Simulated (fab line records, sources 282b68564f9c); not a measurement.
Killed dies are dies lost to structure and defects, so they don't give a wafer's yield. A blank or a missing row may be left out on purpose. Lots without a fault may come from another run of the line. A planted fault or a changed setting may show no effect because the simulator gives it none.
fab line records | flow rit_cmos
record lots=5 wafers=15 last_day=5
route steps=202 shown PLDD@116 SPACER@125 NSD@131 PSD@142 SDANNEAL@153 SILICIDE@161 M1@202
lots that met no fault: from a run of the same line without faults
start_h: hours from the record's first day to the start of the lot's first wafer shown | wait_h: hours since the lot's step before | " the same as in the row above | L1.1+2: a row that stands for several wafers | - no value, or no start given | * or withheld: withheld | < > ~ a bound
route shown NAME@n: a module of which the file shows steps, and the number in the route of the first | usual: mean/standard deviation of fault-free wafers | same: alike in all rows | chamber/n: place in a boat | sites: the reading at each site | _std_site: their standard deviation | _edge_site: outer sites' mean less inner sites' | radius_mm: how far each site lies from the wafer's centre | mask NAME#n: copy n | behind: the tool/chamber that last shaped the wafer | hold: why the lot was held/for how many hours/how that ended | device: the transistor (n, p or np) that didn't switch | end of line: the same wafers' tests at the end of the route | a step without rows: its recipe alone | killed: dies lost to structure and defects at the first sort, not the wafer's yield | map: a wafer's dies, x killed, . not, _ none there
set.NAME: the setting as run; set.NAME@STEP: as run at that earlier step | model.NAME: the simulator's own value behind a step, which no gauge read
lots at some steps of the route; a table a step, a row a wafer
services: from which hour (start_h, from the record's first day; less than 0 if before it) a tool's chamber was out of use, for how many hours, and why
## steps
# step RIT_PLDD_SOFTBAKE_02
# recipe resist=NOVOLAK temp_c=90 time_s=60
# step RIT_PLDD_EXPOSE_03
# recipe mask_id=M8 na=0.57 target_cd_nm=40900 dose_mj=250
# step RIT_PLDD_PEB_04
# recipe resist=NOVOLAK temp_c=withheld time_s=withheld
# step RIT_PLDD_DEVELOP_05
# recipe resist=NOVOLAK develop_time_s=50 dev_temp_c=23
# step RIT_PLDD_OVL_MEAS_06
# usual PLDD_OVL=0.0/1.3
# columns lot.wafer tool chamber start_h wait_h PLDD_OVL[nm]
L557.1 overlay-02 - 48.62 - 2.7
L557.2 " - " " 3.8
L557.4 " - " " 3.4
L561.3 overlay-01 - 67.25 - -2.0
L561.5 " - " " -0.5
L561.6 " - " " -0.7
L562.4 overlay-01 - 73.69 - 1.1
L562.5 " - " " 0.5
L562.6 " - " " 1.7
L568.1 overlay-02 - 102.36 - 1.7
L568.3 " - " " 1.0
L568.6 " - " " 1.0
L571.1 overlay-01 - 117.42 - -0.7
L571.2 " - " " -0.8
L571.6 " - " " 0.0
# step RIT_PLDD_HARDBAKE_07
# recipe resist=NOVOLAK temp_c=140 time_s=60
# step RIT_PLDD_IMPLANT_08
# recipe species=BF2 energy_kev=19.71 dose_cm2=9e+14 tilt_deg=7
# step RIT_PLDD_STRIP_09
# recipe chemistry=O2 time_s=180 resist=NOVOLAK platen_temp_c=withheld power_w=500 pressure_mtorr=4000 o2_flow_sccm=4000
# usual drypump_motor_current_A=5.6/0.56
# columns lot.wafer tool chamber start_h wait_h drypump_motor_current_A rf_hours_counter_h
L557.1 plasma_asher-02 0 48.95 0.1 5.1 27
L557.2 " 1 " " 4.9 27
L557.4 " 0 " " 5.1 -
L561.3 plasma_asher-01 1 67.64 0.1 5.2 -
L561.5 " 0 " " 6.4 -
L561.6 " 1 " " 5.2 -
L562.4 plasma_asher-01 1 74.08 0.1 5.2 -
L562.5 " 1 " " 5.1 -
L562.6 " 0 " " 6.4 -
L568.1 plasma_asher-02 0 102.70 0.1 5.1 32
L568.3 " 0 " " 5.1 -
L568.6 " 1 " " 4.9 -
L571.1 plasma_asher-01 0 117.76 0.1 6.4 0
L571.2 " 1 " " 5.2 0
L571.6 " 1 " " 5.2 -
# step RIT_PLDD_TW_MEAS_10
# usual PLDD_TW=2347/15
# columns lot.wafer tool chamber start_h wait_h PLDD_TW
L557.1 film_metro-02 - 49.13 0.1 2331
L557.2 " - " " 2345
L557.4 " - " " 2341
L561.3 film_metro-04 - 67.77 0.1 2352
L561.5 " - " " 2346
L561.6 " - " " 2351
L562.4 film_metro-04 - 74.23 0.1 2338
L562.5 " - " " 2349
L562.6 " - " " 2350
L568.1 film_metro-04 - 102.87 0.1 2347
L568.3 " - " " 2355
L568.6 " - " " 2349
L571.1 film_metro-02 - 117.93 0.1 2315
L571.2 " - " " 2332
L571.6 " - " " 2338
# step RIT_SPACER_CLEAN_00
# recipe chemistry=SC1 mix=3:3:50 time_s=600 temp_c=75
# step RIT_SPACER_CLEAN_01
# recipe chemistry=dHF dilution=50:1 time_s=30
# step RIT_SPACER_CLEAN_02
# recipe chemistry=SC2 mix=3:3:50 time_s=600 temp_c=75 dry=n2_spin
# step RIT_SPACER_CVD_03
# recipe material=Si3N4 target_thk_nm=250 temp_c=810 precursor=SiH2Cl2/NH3 time_s=3300 pressure_mtorr=300 sih2cl2_flow_sccm=60 nh3_flow_sccm=150
# usual spike_tc_centre_C=813.0/1.4 zone_power_source_pct=23/3.2
# columns lot.wafer tool chamber start_h wait_h spike_tc_centre_C zone_power_source_pct model.Si3N4_of_SPACER_CVD_03.thk_nm
L557.1 lpcvd-01 0 49.57 0.0 813.2 20 246.4
L557.2 " 0 " " 813.5 20 246.9
L557.4 " 0 " " 814.6 20 246.3
L561.3 lpcvd-01 1 68.53 0.3 810.7 27 244.5
L561.5 " 1 " " 813.4 26 245.5
L561.6 " 1 " " 811.9 27 244.6
L562.4 lpcvd-01 1 75.17 0.5 814.2 27 247.1
L562.5 " 1 " " 811.8 27 247.3
L562.6 " 1 " " 810.2 27 247.8
L568.1 lpcvd-02 1 103.30 0.0 812.5 21 251
L568.3 " 1 " " 813.9 21 248.1
L568.6 " 1 " " 811.2 21 249.8
L571.1 lpcvd-01 0 118.39 0.0 828.3 19 276
L571.2 " 0 " " 826.3 19 282.6
L571.6 " 0 " " 824.9 19 280.3
# step RIT_SPACER_THK_MEAS_04
# recipe reads=Si3N4_of_SPACER_CVD_03
# usual SPACER_NITRIDE_THK=248.9/2.5
# columns lot.wafer tool chamber start_h wait_h SPACER_NITRIDE_THK[nm]
L557.1 film_metro-02 - 51.49 0.0 246.4
L557.2 " - " " 247.1
L557.4 " - " " 246.3
L561.3 film_metro-02 - 71.43 0.0 244.6
L561.5 " - " " 245.5
L561.6 " - " " 244.4
L562.4 film_metro-04 - 77.12 0.0 247.1
L562.5 " - " " 247.4
L562.6 " - " " 247.7
L568.1 film_metro-04 - 105.22 0.0 251.4
L568.3 " - " " 248.0
L568.6 " - " " 249.8
L571.1 film_metro-02 - 120.31 0.0 276.0
L571.2 " - " " 282.7
L571.6 " - " " 280.3
# step RIT_SPACER_ETCHBACK_05
# recipe target_depth_a=2500 SF6_flow_sccm=30 CHF3_flow_sccm=30 target=Si3N4 chemistry=SF6/CHF3 pressure_mtorr=40 rf_w=250 time_s=240 stop_on=SiO2
# usual drypump_motor_current_A=5.9/0.51 oes_product_au=0.838/0.018 throttle_valve_pct=10.24/0.13
# columns lot.wafer tool chamber start_h wait_h drypump_motor_current_A oes_product_au rf_hours_counter_h throttle_valve_pct model.etch.depth_nm
L557.1 rie_diel-04 2 51.55 0.1 5.8 0.853 108 10.04 246.4
L557.2 " 3 " " 5.8 0.825 84 10.43 246.9
L557.4 " 0 " " 6.4 0.815 95 10.17 246.3
L561.3 rie_diel-04 3 71.47 0.0 5.9 0.820 84 10.41 244.5
L561.5 " 3 " " 5.9 0.821 - 10.42 245.5
L561.6 " 0 " " 6.3 0.817 - 10.17 244.6
L562.4 rie_diel-03 1 77.15 0.0 5.7 0.839 3 10.32 247.1
L562.5 " 3 " " 6.2 0.811 - 10.34 247.3
L562.6 " 0 " " 4.9 0.858 - 10.13 247.8
L568.1 rie_diel-04 3 105.28 0.1 5.9 0.829 85 10.40 251
L568.3 " 1 " " 6.4 0.826 19 10.14 248.1
L568.6 " 1 " " 6.4 0.828 - 10.15 249.8
L571.1 rie_diel-01 2 120.37 0.1 6.6 0.911 53 10.18 276
L571.2 " 3 " " 4.7 0.898 36 10.22 282.6
L571.6 " 0 " " 5.8 0.933 - 10.20 280.3
# step RIT_NSD_HMDS_00
# recipe prime_time_s=60 prime_temp_c=140
# step RIT_NSD_COAT_01
# recipe resist=NOVOLAK spin_rpm=3250 resist_thk_nm=1000
# step RIT_NSD_SOFTBAKE_02
# recipe resist=NOVOLAK temp_c=90 time_s=60
# step RIT_NSD_EXPOSE_03
# recipe mask_id=M9 na=0.57 target_cd_nm=40700 dose_mj=250
# step RIT_NSD_PEB_04
# recipe resist=NOVOLAK temp_c=withheld time_s=withheld
# step RIT_NSD_DEVELOP_05
# recipe resist=NOVOLAK develop_time_s=50 dev_temp_c=23
# step RIT_NSD_OVL_MEAS_06
# usual NSD_OVL=-0.7/1.6
# columns lot.wafer tool chamber start_h wait_h NSD_OVL[nm]
L557.1 overlay-02 - 52.80 - 0.2
L557.2 " - " " -1.0
L557.4 " - " " 0.2
L561.3 overlay-02 - 72.48 - -2.9
L561.5 " - " " -1.9
L561.6 " - " " -3.9
L562.4 overlay-01 - 78.16 - -2.1
L562.5 " - " " -1.6
L562.6 " - " " -2.4
L568.1 overlay-02 - 106.58 - 0.0
L568.3 " - " " 0.9
L568.6 " - " " 1.2
L571.1 overlay-01 - 121.54 - 2.2
L571.2 " - " " 0.5
L571.6 " - " " 2.2
# step RIT_NSD_HARDBAKE_07
# recipe resist=NOVOLAK temp_c=140 time_s=60
# step RIT_NSD_IMPLANT_08
# recipe species=P energy_kev=25 dose_cm2=1.02e+15 tilt_deg=7
# step RIT_NSD_STRIP_09
# recipe chemistry=O2 time_s=180 resist=NOVOLAK platen_temp_c=withheld power_w=500 pressure_mtorr=4000 o2_flow_sccm=4000
# usual drypump_motor_current_A=5.9/0.44
# columns lot.wafer tool chamber start_h wait_h drypump_motor_current_A rf_hours_counter_h
L557.1 plasma_asher-03 0 53.13 0.1 5.8 42
L557.2 " 1 " " 6.1 42
L557.4 " 0 " " 5.8 -
L561.3 plasma_asher-03 1 72.86 0.1 6.1 -
L561.5 " 1 " " 6.1 -
L561.6 " 0 " " 5.8 -
L562.4 plasma_asher-01 1 78.54 0.1 5.2 -
L562.5 " 1 " " 5.2 -
L562.6 " 0 " " 6.5 -
L568.1 plasma_asher-04 1 106.92 0.1 6.4 44
L568.3 " 0 " " 5.8 -
L568.6 " 1 " " 6.3 -
L571.1 plasma_asher-01 1 121.88 0.1 5.1 0
L571.2 " 0 " " 6.4 0
L571.6 " 0 " " 6.3 -
# step RIT_NSD_TW_MEAS_10
# usual NSD_TW=3149/21
# columns lot.wafer tool chamber start_h wait_h NSD_TW
L557.1 film_metro-04 - 53.31 0.1 3142
L557.2 " - " " 3129
L557.4 " - " " 3141
L561.3 film_metro-03 - 73.00 0.1 3143
L561.5 " - " " 3160
L561.6 " - " " 3165
L562.4 film_metro-02 - 78.69 0.1 3135
L562.5 " - " " 3143
L562.6 " - " " 3144
L568.1 film_metro-02 - 107.09 0.1 3128
L568.3 " - " " 3104
L568.6 " - " " 3115
L571.1 film_metro-03 - 122.05 0.1 3167
L571.2 " - " " 3148
L571.6 " - " " 3175
# step RIT_PSD_HMDS_00
# recipe prime_time_s=60 prime_temp_c=140
# step RIT_PSD_COAT_01
# recipe resist=NOVOLAK spin_rpm=3250 resist_thk_nm=1000
# step RIT_PSD_SOFTBAKE_02
# recipe resist=NOVOLAK temp_c=90 time_s=60
# step RIT_PSD_EXPOSE_03
# recipe mask_id=M10 na=0.57 target_cd_nm=40900 dose_mj=250
# step RIT_PSD_PEB_04
# recipe resist=NOVOLAK temp_c=withheld time_s=withheld
# step RIT_PSD_DEVELOP_05
# recipe resist=NOVOLAK develop_time_s=50 dev_temp_c=23
# step RIT_PSD_OVL_MEAS_06
# usual PSD_OVL=0.9/1.1
# columns lot.wafer tool chamber start_h wait_h PSD_OVL[nm]
L557.1 overlay-01 - 54.22 - 2.5
L557.2 " - " " 1.5
L557.4 " - " " 2.2
L561.3 overlay-02 - 73.96 - 0.3
L561.5 " - " " 0.7
L561.6 " - " " 1.7
L562.4 overlay-02 - 79.59 - 0.4
L562.5 " - " " 0.9
L562.6 " - " " 1.4
L568.1 overlay-01 - 108.13 - 1.1
L568.3 " - " " 0.1
L568.6 " - " " 2.0
L571.1 overlay-02 - 122.96 - 1.3
L571.2 " - " " 0.0
L571.6 " - " " 0.5
# step RIT_PSD_HARDBAKE_07
# recipe resist=NOVOLAK temp_c=140 time_s=60
# step RIT_PSD_IMPLANT_08
# recipe species=BF2 energy_kev=27 dose_cm2=4.949e+15 tilt_deg=7
# step RIT_PSD_STRIP_09
# recipe chemistry=O2 time_s=180 resist=NOVOLAK platen_temp_c=withheld power_w=500 pressure_mtorr=4000 o2_flow_sccm=4000
# usual drypump_motor_current_A=5.9/0.52
# columns lot.wafer tool chamber start_h wait_h drypump_motor_current_A rf_hours_counter_h
L557.1 plasma_asher-02 1 54.56 0.1 4.9 27
L557.2 " 0 " " 5.1 27
L557.4 " 0 " " 5.1 -
L561.3 plasma_asher-04 1 74.35 0.1 6.4 -
L561.5 " 1 " " 6.4 -
L561.6 " 0 " " 5.9 -
L562.4 plasma_asher-04 1 79.96 0.1 6.4 -
L562.5 " 1 " " 6.4 -
L562.6 " 0 " " 5.9 -
L568.1 plasma_asher-04 0 108.46 0.1 5.9 44
L568.3 " 1 " " 6.4 -
L568.6 " 1 " " 6.3 -
L571.1 plasma_asher-04 0 123.30 0.1 5.9 46
L571.2 " 1 " " 6.3 46
L571.6 " 0 " " 5.9 -
# step RIT_PSD_TW_MEAS_10
# usual PSD_TW=3441/22
# columns lot.wafer tool chamber start_h wait_h PSD_TW
L557.1 film_metro-02 - 54.73 0.1 3405
L557.2 " - " " 3392
L557.4 " - " " 3405
L561.3 film_metro-02 - 74.48 0.1 3451
L561.5 " - " " 3416
L561.6 " - " " 3437
L562.4 film_metro-03 - 80.11 0.1 3459
L562.5 " - " " 3443
L562.6 " - " " 3424
L568.1 film_metro-04 - 108.64 0.1 3442
L568.3 " - " " 3434
L568.6 " - " " 3443
L571.1 film_metro-02 - 123.47 0.1 3427
L571.2 " - " " 3425
L571.6 " - " " 3404
# step RIT_SDANNEAL_CLEAN_00
# recipe chemistry=SC1 mix=3:3:50 time_s=600 temp_c=75
# step RIT_SDANNEAL_CLEAN_01
# recipe chemistry=dHF dilution=50:1 time_s=30
# step RIT_SDANNEAL_CLEAN_02
# recipe chemistry=SC2 mix=3:3:50 time_s=600 temp_c=75 dry=n2_spin
# step RIT_SDANNEAL_RTA_03
# recipe temp_c=1050 time_s=5 idle_temp_c=600 ramp_up_c_per_s=342 ramp_down_c_per_s=171 cool_to_c=600 ambient=N2
# usual wafer_temp_C_max=1053.5/1.1
# columns lot.wafer tool chamber start_h wait_h wafer_temp_C_max
L557.1 rtp_anneal-01 0 55.17 0.0 1053.5
L557.2 " 0 " " 1053.9
L557.4 " 0 " " 1052.5
L561.3 rtp_anneal-01 0 74.91 0.0 1053.8
L561.5 " 0 " " 1055.1
L561.6 " 0 " " 1052.4
L562.4 rtp_anneal-02 0 80.55 0.0 1053.8
L562.5 " 0 " " 1052.3
L562.6 " 0 " " 1053.2
L568.1 rtp_anneal-02 0 109.08 0.0 1053.0
L568.3 " 0 " " 1054.6
L568.6 " 0 " " 1054.4
L571.1 rtp_anneal-01 0 123.92 0.0 1052.6
L571.2 " 0 " " 1054.5
L571.6 " 0 " " 1053.4
# step RIT_SDANNEAL_RS_MEAS_04
# recipe thk_meas_gauge=four-point-probe
# usual PSD_RS=116.0/0.33
# columns lot.wafer tool chamber start_h wait_h PSD_RS[ohm/sq]
L557.1 film_metro-04 - 55.23 0.0 115.9
L557.2 " - " " 115.6
L557.4 " - " " 116.0
L561.3 film_metro-02 - 74.99 0.1 116.0
L561.5 " - " " 116.1
L561.6 " - " " 116.2
L562.4 film_metro-04 - 80.64 0.1 115.9
L562.5 " - " " 116.0
L562.6 " - " " 116.3
L568.1 film_metro-03 - 109.14 0.0 115.5
L568.3 " - " " 115.7
L568.6 " - " " 115.7
L571.1 film_metro-02 - 123.98 0.0 115.7
L571.2 " - " " 115.7
L571.6 " - " " 115.8
# step RIT_SILICIDE_WET_ETCH_00
# recipe chemistry=BOE target=SiO2 target_depth_nm=14 time_s=15 dry=n2_spin dilution=10:1 temp_c=21.5
# columns lot.wafer tool chamber start_h wait_h model.Si3N4_of_SPACER_CVD_03.thk_nm
L557.1 wet_bench-02 0 55.71 0.1 191.2
L557.2 " 0 " " 192.7
L557.4 " 0 " " 191.4
L561.3 wet_bench-02 2 75.43 0.1 191.1
L561.5 " 2 " " 192
L561.6 " 2 " " 190.7
L562.4 wet_bench-04 2 81.06 0.0 194.4
L562.5 " 2 " " 192.7
L562.6 " 2 " " 195
L568.1 wet_bench-03 1 109.70 0.2 196
L568.3 " 1 " " 193.7
L568.6 " 1 " " 194.6
L571.1 wet_bench-02 1 124.46 0.1 214.4
L571.2 " 1 " " 219.6
L571.6 " 1 " " 216.8
# step RIT_M1_PROBE_99
# usual killed_at_front_end=7/3 killed_dies=7/3 killed_open=3.5/2 killed_short=3.4/2
# same gross_dies=264 killed_at_M0_to_M3=0 killed_at_M4_up=0 killed_at_back_side=0 killed_at_contacts=0 killed_at_other=0
# columns lot.wafer tool chamber start_h wait_h killed_at_front_end killed_dies killed_open killed_short model.etest.nmos_0p15.r_on_ohm_um model.etest.nplus_sal.width_nm model.etest.pplus_sal.width_nm model.etest.pwell_pinched.rs_ohm_sq model.etest.nwell_pinched.rs_ohm_sq model.etest.contact_nplus.end_ohm_um model.etest.field_p_metal.vt_v model.etest.diode_nplus_comb.leak_log10_a_cm2
L557.1 prober-02 - 62.48 0.1 12 12 4 8 1152 3451 3463 462.6 345.1 41.6 -29.55 -5.46
L557.2 prober-02 - 62.53 0.1 6 6 2 4 1111 3445 3445 460.7 343.1 39.73 -29.89 -5.198
L557.4 prober-02 - 62.63 0.2 5 5 2 3 1122 3460 3456 466.3 343.9 41.58 -29.32 -4.915
L561.3 prober-02 - 82.61 0.2 7 7 5 2 1086 3441 3465 448.3 343.7 39.94 -29.45 -5.289
L561.5 prober-02 - 82.71 0.2 4 4 2 2 1099 3436 3438 461.9 339.7 40.65 -29.5 -5.166
L561.6 prober-02 - 82.76 0.2 4 4 1 3 1093 3449 3433 459.2 342.4 40.95 -29.75 -5.21
L562.4 prober-01 - 88.95 0.2 5 5 2 3 1065 3399 3404 451.3 333.7 39.62 -30.33 -5.304
L562.5 prober-01 - 89.00 0.2 4 4 2 2 1112 3438 3436 466.6 341.2 39.22 -30.1 -5.044
L562.6 prober-01 - 89.05 0.2 4 4 2 2 1083 3419 3415 456.9 337.4 38.69 -30.57 -5.243
L568.1 prober-01 - 116.63 0.1 4 4 1 3 1140 3441 3419 460.1 340.7 39.27 -29.05 -5.246
L568.3 prober-01 - 116.73 0.2 3 3 2 1 1157 3436 3417 469.2 338.8 41.05 -29.35 -5.398
L568.6 prober-01 - 116.88 0.2 6 6 3 3 1174 3428 3414 464.6 337.5 39.44 -29.3 -5.267
L571.1 prober-02 - 131.46 0.1 5 5 4 1 1101 3402 3387 442.1 329.6 39.62 -30.3 -5.407
L571.2 prober-02 - 131.51 0.1 5 5 4 1 1086 3378 3378 442.8 326.3 38.02 -30.29 -5.613
L571.6 prober-02 - 131.71 0.2 4 4 1 3 1105 3410 3396 449.6 328.4 40.86 -30.54 -5.564
# killed by level:class
L557.1 REOX:geometric_particle:short=3 GATE:geometric_particle:open=2 SILICIDE:geometric_particle:short=2 FOX1:geometric_particle:short=1 FOX1:geometric_particle:open=1 FOX2:geometric_particle:open=1 FOX2:geometric_particle:short=1 GATE:geometric_particle:short=1
L557.2 FOX1:geometric_particle:short=1 GATE:geometric_particle:short=1 GATE:geometric_particle:open=1 REOX:geometric_particle:short=1 SPACER:geometric_particle:short=1 SILICIDE:geometric_particle:open=1
L557.4 FOX1:geometric_particle:short=1 FOX1:geometric_particle:open=1 GATE:geometric_particle:short=1 REOX:geometric_particle:short=1 SILICIDE:geometric_particle:open=1
L561.3 GATE:geometric_particle:open=2 FOX1:geometric_particle:open=1 GATE:geometric_particle:short=1 REOX:geometric_particle:open=1 REOX:geometric_particle:short=1 SPACER:geometric_particle:open=1
L561.5 FOX2:geometric_particle:open=1 GATE:geometric_particle:open=1 GATE:geometric_particle:short=1 REOX:geometric_particle:short=1
L561.6 GATE:geometric_particle:short=2 ACTIVE:geometric_particle:open=1 SPACER:geometric_particle:short=1
L562.4 FOX2:geometric_particle:open=1 FOX2:geometric_particle:short=1 REOX:geometric_particle:short=1 SILICIDE:geometric_particle:open=1 SILICIDE:geometric_particle:short=1
L562.5 FOX2:geometric_particle:short=1 GATE:geometric_particle:short=1 REOX:geometric_particle:open=1 SILICIDE:geometric_particle:open=1
L562.6 SILICIDE:geometric_particle:short=2 GATE:geometric_particle:open=1 REOX:geometric_particle:open=1
L568.1 FOX1:geometric_particle:short=1 GATE:geometric_particle:open=1 GATE:geometric_particle:short=1 SPACER:geometric_particle:short=1
L568.3 FOX1:geometric_particle:open=1 GATE:geometric_particle:open=1 SPACER:geometric_particle:short=1
L568.6 GATE:geometric_particle:short=2 GATE:geometric_particle:open=1 REOX:geometric_particle:short=1 SPACER:geometric_particle:open=1 SILICIDE:geometric_particle:open=1
L571.1 GATE:geometric_particle:open=3 GATE:geometric_particle:short=1 SPACER:geometric_particle:open=1
L571.2 SPACER:geometric_particle:open=2 REOX:geometric_particle:open=1 GATE:geometric_particle:short=1 SILICIDE:geometric_particle:open=1
L571.6 FOX1:geometric_particle:short=1 FOX1:geometric_particle:open=1 GATE:geometric_particle:short=1 REOX:geometric_particle:short=1
## services
# columns tool chamber start_h hours kind
rie_diel-01 - 42.55 0.4 repair
rie_diel-01 1 55.66 - clean
rie_diel-01 1 55.66 24.1 scheduled_down
rie_diel-01 1 55.66 24.1 vent_cycle
rie_diel-01 3 63.31 4.3 repair
rie_diel-04 3 64.87 3.3 repair
lpcvd-02 - 73.56 6.0 pm
rie_diel-01 - 89.55 1.4 repair
rie_diel-04 - 95.78 2.8 pm
rie_diel-01 1 97.98 8.9 repair
plasma_asher-02 - 106.27 1.4 repair
plasma_asher-01 - 108.75 9.0 pm
plasma_asher-01 0 108.75 9.0 vent_cycle
plasma_asher-01 1 108.75 9.0 vent_cycle
plasma_asher-01 0 117.75 - clean
plasma_asher-01 1 117.75 - clean
## key
first_sign step=RIT_SPACER_CVD_03 reading=spike_tc_centre_C direction=up sigmas=9.4 usual=813.0 struck=826.5
effect step=RIT_SPACER_THK_MEAS_04 reading=SPACER_NITRIDE_THK direction=up sigmas=12 usual=248.9 struck=279.7
effect step=RIT_SPACER_ETCHBACK_05 reading=oes_product_au direction=up sigmas=4.3 usual=0.838 struck=0.914
model_effect step=RIT_SPACER_CVD_03 value=Si3N4_of_SPACER_CVD_03.thk_nm without=246.9 struck=279.6
model_effect step=RIT_SPACER_ETCHBACK_05 value=etch.depth_nm without=246.9 struck=279.6
model_effect step=RIT_SILICIDE_WET_ETCH_00 value=Si3N4_of_SPACER_CVD_03.thk_nm without=191.4 struck=216.9
model_effect step=RIT_M1_PROBE_99 value=etest.nmos_0p15.r_on_ohm_um without=1192 struck=1097
met_at RIT_SPACER_CVD_03
struck_wafers L571.1,L571.2,L571.6
tester_left_out L571
onset_between 49.57 118.39
fault kind=process_parameter_drift tool=lpcvd-01 chamber=0 onset_h=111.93 steps=RIT_SPACER_CVD_03 channel=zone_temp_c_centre offset=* shape=step end_h=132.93
# tester_left_out: of these lots the tester's yield and bins aren't shown, on N5 and GAA mostly nor the transistor test; their killed dies are dies lost to structure and defects alone, not to doping, threshold or leakage, so they don't give the yield
